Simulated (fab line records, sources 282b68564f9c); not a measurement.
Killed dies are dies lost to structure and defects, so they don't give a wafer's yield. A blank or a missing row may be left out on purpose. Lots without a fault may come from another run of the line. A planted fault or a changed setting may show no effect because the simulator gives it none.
Problem report in the 8D (eight disciplines) form, filled by code | flow rit_cmos | the parts of the form that need people (team, actions taken, sign-off) are left out

1. THE PROBLEM
ACTIVE_NITRIDE_THK at RIT_ACTIVE_THK_MEAS_04 reads a mean of 187.4 nm on 3 wafers of 1 lot; wafers without a fault read 150.2 nm with a standard deviation of 1.2. That is +31 standard deviations from the usual mean.
First seen on wafer L559.2, day 2 22:19, on film_metro-03. The record holds 36 wafers of 12 lots with a number at this step. Rule for "out", or "out of limits": more than 4 standard deviations from the usual mean. The other wafers with a number count as sound.

2. WHAT IT IS AND WHAT IT IS NOT
question                    | is                     | is not
which readings at this step | ACTIVE_NITRIDE_THK     | -
which lots                  | L559                   | L553, L554, L555, L556, L557, L562, L563, L569, L573, L575, L576
which wafers of those lots  | all that have a number | -
read on which gauges        | film_metro-03          | film_metro-02, film_metro-04
when                        | from day 2 22:19       | up to then (15 sound wafers); but 18 sound wafers of L562, L563, L569, L573, L575, L576 came after

3. SUSPECTS, AND WHAT RULES EACH OUT
Counting: a tool at a process step up to the reading stays a suspect if it ran every lot that is out and no sound lot after the first of them.
- the gauge at RIT_ACTIVE_THK_MEAS_04: ruled out. All the wafers that are out were read on film_metro-03, but those of them that RIT_ACTIVE_CVD_03 has rows for are out there too, on other tools.
- lpcvd-02 at RIT_ACTIVE_CVD_03 (deposits Si3N4 from SiH2Cl2/NH3, target thk 150 nm, time 1500 s): kept. It ran the lot that is out, L559 (day 2 20:11), and no sound lot after that; its last sound lot up to then is L556 (day 2 03:53). Its own readings are out on those wafers: spike_tc_centre_C, spike_tc_load_C, spike_tc_source_C.
Left after counting: lpcvd-02 at RIT_ACTIVE_CVD_03.

4. THE CAUSE (what the simulator had put in)
Process parameter drift: lpcvd-02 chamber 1, from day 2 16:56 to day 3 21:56, at RIT_ACTIVE_CVD_03. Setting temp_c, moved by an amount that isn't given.
Counting left only this tool.

5. THE CHAIN OF EFFECTS, in route order
Each row: a reading whose mean over the struck wafers that have a number lies more than 3 standard deviations from the usual. Only readings for which the record gives a usual standard deviation are gone through. hours: the time from each lot's start at the first step in this table that gives one to its start at this step, as a median over the lots. sigmas: the change in usual standard deviations.
hours | step                   | reading            | usual      | on struck wafers | change | sigmas
0     | RIT_ACTIVE_CVD_03      | spike_tc_centre_C  | 811.9 C    | 823.0            | +11.1  | +7.4
0     | RIT_ACTIVE_CVD_03      | spike_tc_load_C    | 835.6 C    | 847.9            | +12.3  | +6.1
0     | RIT_ACTIVE_CVD_03      | spike_tc_source_C  | 834.0 C    | 847.7            | +13.7  | +9.2
2     | RIT_ACTIVE_THK_MEAS_04 | ACTIVE_NITRIDE_THK | 150.2 nm   | 187.4            | +37.2  | +31
3     | RIT_ACTIVE_ETCH_13     | oes_product_au     | 0.815 a.u. | 0.924            | +0.109 | +7.8
The process steps in it:
- RIT_ACTIVE_CVD_03: deposits Si3N4 from SiH2Cl2/NH3, target thk 150 nm, time 1500 s.
- RIT_ACTIVE_ETCH_13: etches Si3N4 in SF6, stops on SiO2, time 210 s, target depth 210 nm.

6. WHAT WOULD HAVE CAUGHT IT SOONER
In this record the first reading out of limits at a measuring or inspecting step was taken at day 2 22:19, 5 hours after the fault began at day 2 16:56.
The tool's own readings at RIT_ACTIVE_CVD_03 were out on every struck wafer that the step has a row for (spike_tc_centre_C, spike_tc_load_C, spike_tc_source_C): an alarm limit on them would have fired on the first of those.
All the lots that are out (1) had begun RIT_ACTIVE_CVD_03 on lpcvd-02 by day 2 22:19. A hold on the tool at that time would have spared none of them.
